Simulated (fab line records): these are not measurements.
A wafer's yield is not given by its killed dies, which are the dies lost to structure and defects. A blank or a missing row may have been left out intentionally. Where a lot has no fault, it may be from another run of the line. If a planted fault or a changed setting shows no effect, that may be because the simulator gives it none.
Code-filled problem report in 8D (eight disciplines) form -- flow berkeleyCmos170 -- the parts of the form that need people (team, actions taken, sign-off) are left out

## 1. WHAT IS WRONG
Mean of rfFwdPowerW at UCB170_ACTIVE_ETCH_15: 375.8 W across 6 wafers in 2 lots; on wafers with no fault it is 448.4 W (standard deviation 1.3). That is -56 standard deviations from the usual mean.
The step: etches Si3N4 in CH3F/Ar/O2, stops on SiO2, target depth 242 nm, time 151 s.
The first sign was on wafer L669.2 at day 8 02:41, on rieDiel-02. The record holds 42 wafers of 14 lots with a number at this step. By rule, "out" or "out of limits" means more than 4 standard deviations away from the usual mean. The rest of the wafers with a number are treated as sound.

## 2. WHAT IT IS; WHAT IT IS NOT
question,is,is not
which readings at this step,rfFwdPowerW,"drypumpMotorCurrentA, oesProductAu, throttleValvePct"
which lots,"L668, L669","L656, L657, L658, L659, L660, L661, L663, L667, L674, L675, L676, L677"
which wafers of those lots,all that have a number,-
read on which tools,rieDiel-02,"rieDiel-03, rieDiel-04"
when,from day 8 02:41,"up to then (24 sound wafers); but 12 sound wafers of L674, L675, L676, L677 came after"

## 3. THE SUSPECTS, EACH WITH WHAT RULES IT OUT
Counting: a tool at a process step up to the reading stays a suspect if it ran every lot that is out and no sound lot after the first of them.
- rieDiel-02 at UCB170_ACTIVE_ETCH_15 (etches Si3N4 in CH3F/Ar/O2, stops on SiO2, target depth 242 nm, time 151 s): kept. It ran every lot that is out, first L669 (day 8 02:41), and no sound lot after that; its last sound lot up to then is L667 (day 7 01:43). Its own readings are out on those wafers: rfFwdPowerW.
Left after counting: rieDiel-02 at UCB170_ACTIVE_ETCH_15.

## 4. THE CAUSE (what the simulator had put in)
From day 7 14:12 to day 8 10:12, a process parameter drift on rieDiel-02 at UCB170_ACTIVE_ETCH_15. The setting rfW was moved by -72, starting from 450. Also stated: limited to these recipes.
After counting, this tool was the only one left.

## 5. SEQUENCE OF EFFECTS, ordered by route
One row per reading whose mean, taken over the struck wafers that have a number, lies over 3 standard deviations from the usual. Only readings whose record carries a usual standard deviation are examined. hours: median over the lots of the time between each lot's start at the first step of this table that gives one and its start at this step. sigmas: the change, counted in usual standard deviations.
hours,step,reading,usual,on struck wafers,change,sigmas
0,UCB170_ACTIVE_ETCH_15,rfFwdPowerW,448.4 W,375.8,-72.6,-56
0,UCB170_ACTIVE_STRIP_16,stripTimeToEndpointS,18.08 s,18.47,+0.39,+3.2
It contains these process steps:
- UCB170_ACTIVE_ETCH_15: etches Si3N4 in CH3F/Ar/O2, stops on SiO2, target depth 242 nm, time 151 s.
- UCB170_ACTIVE_STRIP_16: strips in O2.
At these later measuring or inspecting steps, every struck wafer for which the step has a row has a number for every such reading, and none has moved that far: UCB170_ACTIVE_CD_MEAS_90.

## 6. HOW IT WOULD HAVE BEEN CAUGHT EARLIER
First out-of-limits reading in this record: day 8 02:41, which is 12 hours after fault onset at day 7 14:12.
